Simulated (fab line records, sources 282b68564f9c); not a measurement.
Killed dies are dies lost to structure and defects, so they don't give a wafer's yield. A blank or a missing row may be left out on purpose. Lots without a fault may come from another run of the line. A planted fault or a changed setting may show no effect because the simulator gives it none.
Which tool did it? | flow rit_cmos | 7 lots, 21 wafers sampled, at 2 steps of a route of 202

WHAT THE GAUGES READ, wafer by wafer
RIT_M1_CD_MEAS_09: target cd 2600 nm.
lot  | measured    | on        | cd_nm (nm)
L435 | day 3 21:44 | cd_sem-02 | 2599.0 2599.1 2600.3
L438 | day 4 15:51 | cd_sem-02 | 2600.0 2601.9 2600.2
L440 | day 4 22:19 | cd_sem-01 | 2600.3 2599.3 2601.2
L443 | day 5 10:47 | cd_sem-01 | 2601.2 2602.2 2600.7
L447 | day 6 04:51 | cd_sem-02 | 2528.1 2530.9 2527.4
L452 | day 7 06:23 | cd_sem-01 | 2602.8 2602.8 2602.5
L457 | day 8 11:43 | cd_sem-01 | 2598.6 2599.5 2599.9

WHICH TOOL RAN EACH LOT (tool, then ch and the chambers of the sampled wafers, then the start)
lot  | RIT_M1_COAT_04
L435 | litho_track-04 ch 0, day 3 21:00
L438 | litho_track-04 ch 0, day 4 14:57
L440 | litho_track-03 ch 0, day 4 21:35
L443 | litho_track-01 ch 0, day 5 10:03
L447 | litho_track-01 ch 0, day 6 04:00
L452 | litho_track-03 ch 0, day 7 05:39
L457 | litho_track-04 ch 0, day 8 11:00
- RIT_M1_COAT_04: resist thk 1300 nm.

THE ANSWER, worked out from the rows above alone
Rule: what is usual is taken from the lots themselves. Put in order of their means at a reading, lots are off if they are a third of the lots or fewer, leave a main group of 4 or more, and stand apart from it by a gap of 3 or more times the standard deviation of the main group's means; of several such gaps the widest counts. A main group whose means are all the same, to the digits that the tables above print for the reading, isn't used. A lot without any number at a reading at which 4 lots or more have one is off too. The other lots that the step has rows for count as sound.
Off: L447, at RIT_M1_CD_MEAS_09 (cd_nm). The main group: mean 2600.6 nm, standard deviation 1.2.
A tool fits if, at a process step before that reading, it ran every lot that is off, and no sound lot after the first of them. The gauges at RIT_M1_CD_MEAS_09 are tried like those tools. Can't be told from this: 2 tools fit, litho_track-01 at RIT_M1_COAT_04, cd_sem-02 at RIT_M1_CD_MEAS_09.

WHAT THE SIMULATOR HAD PUT IN
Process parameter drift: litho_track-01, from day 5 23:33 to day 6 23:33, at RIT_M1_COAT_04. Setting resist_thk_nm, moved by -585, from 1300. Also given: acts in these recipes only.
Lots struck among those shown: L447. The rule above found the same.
